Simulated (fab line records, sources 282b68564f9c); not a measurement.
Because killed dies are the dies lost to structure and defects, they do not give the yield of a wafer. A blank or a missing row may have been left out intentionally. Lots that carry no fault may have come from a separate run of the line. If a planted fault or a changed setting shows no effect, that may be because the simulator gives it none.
Which tool is to blame? || flow rit cmos || 15 lots, 45 wafers sampled, at 3 steps of a route of 202

## WHAT THE GAUGES SHOWED, per wafer
RIT_NRETRO_OVL_MEAS_06.
{"lot": "L614", "measured": "day 2 11:08", "on": "overlay-02", "NRETRO_OVL (nm)": "-0.1 -0.3 -0.3"}
{"lot": "L616", "measured": "day 2 21:44", "on": "overlay-02", "NRETRO_OVL (nm)": "-0.9 -1.9 -0.9"}
{"lot": "L617", "measured": "day 3 02:41", "on": "overlay-02", "NRETRO_OVL (nm)": "0.0 1.0 -0.1"}
{"lot": "L620", "measured": "day 3 18:08", "on": "overlay-02", "NRETRO_OVL (nm)": "-1.8 -0.4 0.3"}
{"lot": "L621", "measured": "day 3 23:20", "on": "overlay-02", "NRETRO_OVL (nm)": "-1.8 -0.4 -1.9"}
{"lot": "L623", "measured": "day 4 13:38", "on": "overlay-01", "NRETRO_OVL (nm)": "-1.7 -2.9 0.2"}
{"lot": "L626", "measured": "day 5 00:22", "on": "overlay-01", "NRETRO_OVL (nm)": "- - -"}
{"lot": "L627", "measured": "day 5 06:29", "on": "overlay-01", "NRETRO_OVL (nm)": "- - -"}
{"lot": "L628", "measured": "day 5 09:26", "on": "overlay-02", "NRETRO_OVL (nm)": "- - -"}
{"lot": "L630", "measured": "day 5 21:00", "on": "overlay-02", "NRETRO_OVL (nm)": "-2.1 -1.3 -0.5"}
{"lot": "L631", "measured": "day 6 03:24", "on": "overlay-01", "NRETRO_OVL (nm)": "-0.6 -1.7 -0.3"}
{"lot": "L633", "measured": "day 6 10:31", "on": "overlay-02", "NRETRO_OVL (nm)": "-2.9 -1.6 -2.2"}
{"lot": "L634", "measured": "day 6 16:35", "on": "overlay-02", "NRETRO_OVL (nm)": "1.6 2.6 0.9"}
{"lot": "L635", "measured": "day 6 21:24", "on": "overlay-01", "NRETRO_OVL (nm)": "0.6 -1.4 -0.6"}
{"lot": "L636", "measured": "day 7 00:49", "on": "overlay-01", "NRETRO_OVL (nm)": "3.1 2.2 1.7"}

RIT_PRETRO_TW_MEAS_10.
{"lot": "L614", "measured": "day 2 13:25", "on": "film metro-02", "PRETRO_TW": "479 478 479"}
{"lot": "L616", "measured": "day 3 00:04", "on": "film metro-04", "PRETRO_TW": "467 470 469"}
{"lot": "L617", "measured": "day 3 04:58", "on": "film metro-04", "PRETRO_TW": "467 468 464"}
{"lot": "L620", "measured": "day 3 20:25", "on": "film metro-02", "PRETRO_TW": "482 482 482"}
{"lot": "L621", "measured": "day 4 01:31", "on": "film metro-04", "PRETRO_TW": "466 464 465"}
{"lot": "L623", "measured": "day 4 15:56", "on": "film metro-02", "PRETRO_TW": "478 482 481"}
{"lot": "L626", "measured": "day 5 02:48", "on": "film metro-02", "PRETRO_TW": "1089 1092 1093"}
{"lot": "L627", "measured": "day 5 08:47", "on": "film metro-01", "PRETRO_TW": "1095 1092 1093"}
{"lot": "L628", "measured": "day 5 11:43", "on": "film metro-01", "PRETRO_TW": "1091 1089 1094"}
{"lot": "L630", "measured": "day 5 23:29", "on": "film metro-01", "PRETRO_TW": "483 486 483"}
{"lot": "L631", "measured": "day 6 05:45", "on": "film metro-02", "PRETRO_TW": "478 480 479"}
{"lot": "L633", "measured": "day 6 12:41", "on": "film metro-02", "PRETRO_TW": "480 480 482"}
{"lot": "L634", "measured": "day 6 18:44", "on": "film metro-02", "PRETRO_TW": "479 478 478"}
{"lot": "L635", "measured": "day 6 23:41", "on": "film metro-04", "PRETRO_TW": "469 470 469"}
{"lot": "L636", "measured": "day 7 03:07", "on": "film metro-02", "PRETRO_TW": "483 482 483"}

## WHICH TOOL RAN EACH LOT (tool, then ch and the chambers of the sampled wafers, then the start)
{"lot": "L614", "RIT_NRETRO_COAT_01": "litho track-01 ch 0, day 2 10:16"}
{"lot": "L616", "RIT_NRETRO_COAT_01": "litho track-02 ch 0, day 2 20:54"}
{"lot": "L617", "RIT_NRETRO_COAT_01": "litho track-01 ch 0, day 3 01:58"}
{"lot": "L620", "RIT_NRETRO_COAT_01": "litho track-02 ch 0, day 3 17:24"}
{"lot": "L621", "RIT_NRETRO_COAT_01": "litho track-02 ch 0, day 3 22:31"}
{"lot": "L623", "RIT_NRETRO_COAT_01": "litho track-02 ch 0, day 4 12:55"}
{"lot": "L626", "RIT_NRETRO_COAT_01": "litho track-03, day 4 23:32"}
{"lot": "L627", "RIT_NRETRO_COAT_01": "litho track-02, day 5 05:46"}
{"lot": "L628", "RIT_NRETRO_COAT_01": "litho track-02, day 5 08:34"}
{"lot": "L630", "RIT_NRETRO_COAT_01": "litho track-03 ch 0, day 5 20:03"}
{"lot": "L631", "RIT_NRETRO_COAT_01": "litho track-03 ch 0, day 6 02:34"}
{"lot": "L633", "RIT_NRETRO_COAT_01": "litho track-02 ch 0, day 6 09:47"}
{"lot": "L634", "RIT_NRETRO_COAT_01": "litho track-01 ch 0, day 6 15:43"}
{"lot": "L635", "RIT_NRETRO_COAT_01": "litho track-01 ch 0, day 6 20:40"}
{"lot": "L636", "RIT_NRETRO_COAT_01": "litho track-03 ch 0, day 7 00:02"}
- RIT_NRETRO_COAT_01: resist thk 1300 nm.

## AS READ BY THE TOOLS THEMSELVES (means over the sampled wafers that have a number; for cases with no such wafer, the mark the record gives instead)
RIT_NRETRO_COAT_01.
{"lot": "L614", "tool": "litho track-01", "chill plate temp C (C)": 22.94, "dispense pressure kPa (kPa)": 55.6}
{"lot": "L616", "tool": "litho track-02", "chill plate temp C (C)": 23.03, "dispense pressure kPa (kPa)": 52.7}
{"lot": "L617", "tool": "litho track-01", "chill plate temp C (C)": 23.04, "dispense pressure kPa (kPa)": 55.6}
{"lot": "L620", "tool": "litho track-02", "chill plate temp C (C)": 23.01, "dispense pressure kPa (kPa)": 52.7}
{"lot": "L621", "tool": "litho track-02", "chill plate temp C (C)": 22.99, "dispense pressure kPa (kPa)": 52.7}
{"lot": "L623", "tool": "litho track-02", "chill plate temp C (C)": 23.05, "dispense pressure kPa (kPa)": 52.7}
{"lot": "L626", "tool": "litho track-03", "chill plate temp C (C)": "-", "dispense pressure kPa (kPa)": "-"}
{"lot": "L627", "tool": "litho track-02", "chill plate temp C (C)": "-", "dispense pressure kPa (kPa)": "-"}
{"lot": "L628", "tool": "litho track-02", "chill plate temp C (C)": "-", "dispense pressure kPa (kPa)": "-"}
{"lot": "L630", "tool": "litho track-03", "chill plate temp C (C)": 23.03, "dispense pressure kPa (kPa)": 52.3}
{"lot": "L631", "tool": "litho track-03", "chill plate temp C (C)": 22.94, "dispense pressure kPa (kPa)": 52.3}
{"lot": "L633", "tool": "litho track-02", "chill plate temp C (C)": 22.94, "dispense pressure kPa (kPa)": 52.8}
{"lot": "L634", "tool": "litho track-01", "chill plate temp C (C)": 22.95, "dispense pressure kPa (kPa)": 55.6}
{"lot": "L635", "tool": "litho track-01", "chill plate temp C (C)": 22.98, "dispense pressure kPa (kPa)": 55.6}
{"lot": "L636", "tool": "litho track-03", "chill plate temp C (C)": 23.09, "dispense pressure kPa (kPa)": 52.4}

## THE ANSWER, worked out from the rows above alone
Rule: the usual values come from the lots themselves. Put in order of their means at a reading, lots are off if they are a third of the lots or fewer, leave a main group of 4 or more, and stand apart from it by a gap of 3 or more times the standard deviation of the main group's means; of several such gaps the widest counts. A main group whose means are all the same, to the digits that the tables above print for the reading, isn't used. Also off: a lot with no number at a reading for which 4 or more lots have one. Where the step has rows for the other lots, those lots are counted as sound. First the gauges in route order, then the tools' own readings, where a lot's mean is used as printed above. At the first step where some lot is off, the reading lying furthest off is the one used; lots without a number count as furthest.
Off: L626, L627, L628, seen at RIT_NRETRO_OVL_MEAS_06 (NRETRO_OVL). Without a number there: L626, L627, L628. For the main group the mean is -0.5 nm and the standard deviation 1.3.
A tool fits if, at a process step before that reading, it ran every lot that is off, and no sound lot after the first of them. Not tried: the gauges at RIT_NRETRO_OVL_MEAS_06; whatever is off there is also off at RIT_PRETRO_TW_MEAS_10, on other tools, and gauge error can't account for it. No candidate that was tried fits.

## WHAT HAD BEEN PUT IN BY THE SIMULATOR
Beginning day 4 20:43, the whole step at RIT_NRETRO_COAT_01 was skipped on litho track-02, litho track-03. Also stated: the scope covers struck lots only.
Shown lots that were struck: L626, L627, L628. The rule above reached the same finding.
